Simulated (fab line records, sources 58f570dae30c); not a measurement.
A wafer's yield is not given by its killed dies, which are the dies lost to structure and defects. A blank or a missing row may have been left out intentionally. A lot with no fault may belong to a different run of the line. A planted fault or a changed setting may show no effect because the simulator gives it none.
Comparing a struck lot with a sound one ; flow berkeleyCmos170 ; 33 steps out of a route of 331
Sound: these wafers, L633.3, L633.5, L633.6. Wafers struck: L631.2, L631.3, L631.5. The cause is named last.
Order at every step that has rows: each side's tool, ch and its chambers, its first start. Under that, the readings that differ: sound wafers ; struck wafers ; difference of the means ; sigmas: that difference in standard deviations of wafers without a fault.
alike: a reading whose means differ by less than 2 such deviations, as well as words and numbers matching on both sides. not compared: withheld readings; readings where some wafer has no value; bounds like >300 that might hide an equal value; numbers whose values overlap and for which the record gives no deviation.
A row with sigmas, a row that says differs or no value, or rows on one side alone: a step with any of these is where the two part. Numbers that have no deviation but don't overlap get no sigmas and don't part them. A reading missing from all wafers of one side parts the sides only when that side holds two or more wafers.

first, 3 steps without rows for these wafers: UCB170_FIELD_WET_ETCH_04 (etches SiO2 in dHF, time 60 s); UCB170_FIELD_WET_ETCH_05 (etches Si3N4 in H3PO4, time 12600 s); UCB170_FIELD_WET_ETCH_06 (etches SiO2 in BOE, time 22 s).
UCB170_FIELD_THK_MEAS_90:
  sound: filmMetro-02 at day 9 01:07; struck: filmMetro-01 at day 8 12:12
reading;sound;struck;difference;sigmas
FIELD_OXIDE_LEFT_1_THK (nm);469 480 461;439 432 435;-35;-3
then, 2 steps without rows for these wafers: UCB170_SACOX_CLEAN_00 (cleans in dHF, time 7.5 s); UCB170_SACOX_OXIDATION_01 (target thk 14.4 nm, ox time 2400 s).
UCB170_SACOX_THK_MEAS_02:
  sound: filmMetro-02 at day 9 03:32; struck: filmMetro-03 at day 8 14:15
  alike: SACOX_OXIDE_THK
then, 2 steps without rows for these wafers: UCB170_SCREENOX_WET_ETCH_00 (etches SiO2 in dHF, time 200 s); UCB170_SCREENOX_OXIDATION_01 (target thk 14.4 nm, ox time 2400 s).
UCB170_SCREENOX_THK_MEAS_02:
  sound: filmMetro-04 at day 9 07:04; struck: filmMetro-03 at day 8 20:14
  alike: SCREENOX_OXIDE_THK
then, 2 steps without rows for these wafers: UCB170_SCREENOX_ANNEAL_03 (time 900 s); UCB170_NVT_HMDS_00 (prime time 60 s).
UCB170_NVT_COAT_01: resist thk 900 nm.
  struck on lithoTrack-03, day 9 01:40; sound on lithoTrack-01 ch 0, day 9 10:07
  no value came back on the struck wafers for chillPlateTempC (C), dispensePressureKPa (kPa), spinSpeedRpm (rpm); on the sound wafers chillPlateTempC (C) reads 22.77 22.91 22.97
then, 4 steps without rows for these wafers: UCB170_NVT_SOFTBAKE_02 (time 60 s); UCB170_NVT_EXPOSE_03 (exposes mask PWELL, target cd 3000 nm); UCB170_NVT_PEB_04; UCB170_NVT_DEVELOP_05 (develop time 45 s).
UCB170_NVT_OVL_MEAS_06:
  sound: overlay-01 at day 9 10:55; struck: overlay-01 at day 9 02:30
reading;sound;struck;difference;sigmas
NVT_OVL (nm);3 1 8;- - -;no value on the struck wafers;
next, for these wafers, 1 step has no rows: UCB170_NVT_IMPLANT_07.
UCB170_NVT_STRIP_08: strips in O2.
  sound on plasmaAsher-01 ch 0,1, day 9 11:08; struck on plasmaAsher-04 ch 0,1, day 9 02:41
  no value came back on the struck wafers for oesProductAu (a.u.), stripTimeToEndpointS (s); on the sound wafers oesProductAu (a.u.) reads 0.730 0.727 0.731
  alike: drypumpMotorCurrentA
  not compared: rfHoursCounterH
UCB170_NVT_TW_MEAS_09:
  sound: filmMetro-03 at day 9 11:16; struck: filmMetro-02 at day 9 02:47
reading;sound;struck;difference;sigmas
NVT_TW;527.4 528.8 529.3;518.0 522.2 522.6;-7.6;-3
then, 7 steps without rows for these wafers: UCB170_NVT_CLEAN_10 (cleans in SPM, time 600 s); UCB170_PVT_HMDS_00 (prime time 60 s); UCB170_PVT_COAT_01 (resist thk 900 nm); UCB170_PVT_SOFTBAKE_02 (time 60 s); UCB170_PVT_EXPOSE_03 (exposes mask NWELL, target cd 3000 nm); UCB170_PVT_PEB_04; UCB170_PVT_DEVELOP_05 (develop time 45 s).
UCB170_PVT_OVL_MEAS_06:
  sound: overlay-02 at day 9 12:36; struck: overlay-02 at day 9 07:01
  alike: PVT_OVL
next, for these wafers, 1 step has no rows: UCB170_PVT_IMPLANT_07.
UCB170_PVT_STRIP_08: strips in O2.
  sound on plasmaAsher-01 ch 0,1, day 9 12:49; struck on plasmaAsher-02 ch 0,1, day 9 07:12
  alike: drypumpMotorCurrentA, oesProductAu, stripTimeToEndpointS
  not compared: rfHoursCounterH
UCB170_PVT_TW_MEAS_09:
  sound: filmMetro-01 at day 9 12:53; struck: filmMetro-02 at day 9 07:19
reading;sound;struck;difference;sigmas
PVT_TW;498 494 493;640 639 639;+144;+29
then, 1 step without rows for these wafers: UCB170_GATE_WET_ETCH_00 (etches SiO2 in dHF, time 200 s).

## WHERE THEY PART
First at UCB170_FIELD_THK_MEAS_90; last, within this record, at UCB170_PVT_TW_MEAS_09.

WHY: the cause the simulator had injected
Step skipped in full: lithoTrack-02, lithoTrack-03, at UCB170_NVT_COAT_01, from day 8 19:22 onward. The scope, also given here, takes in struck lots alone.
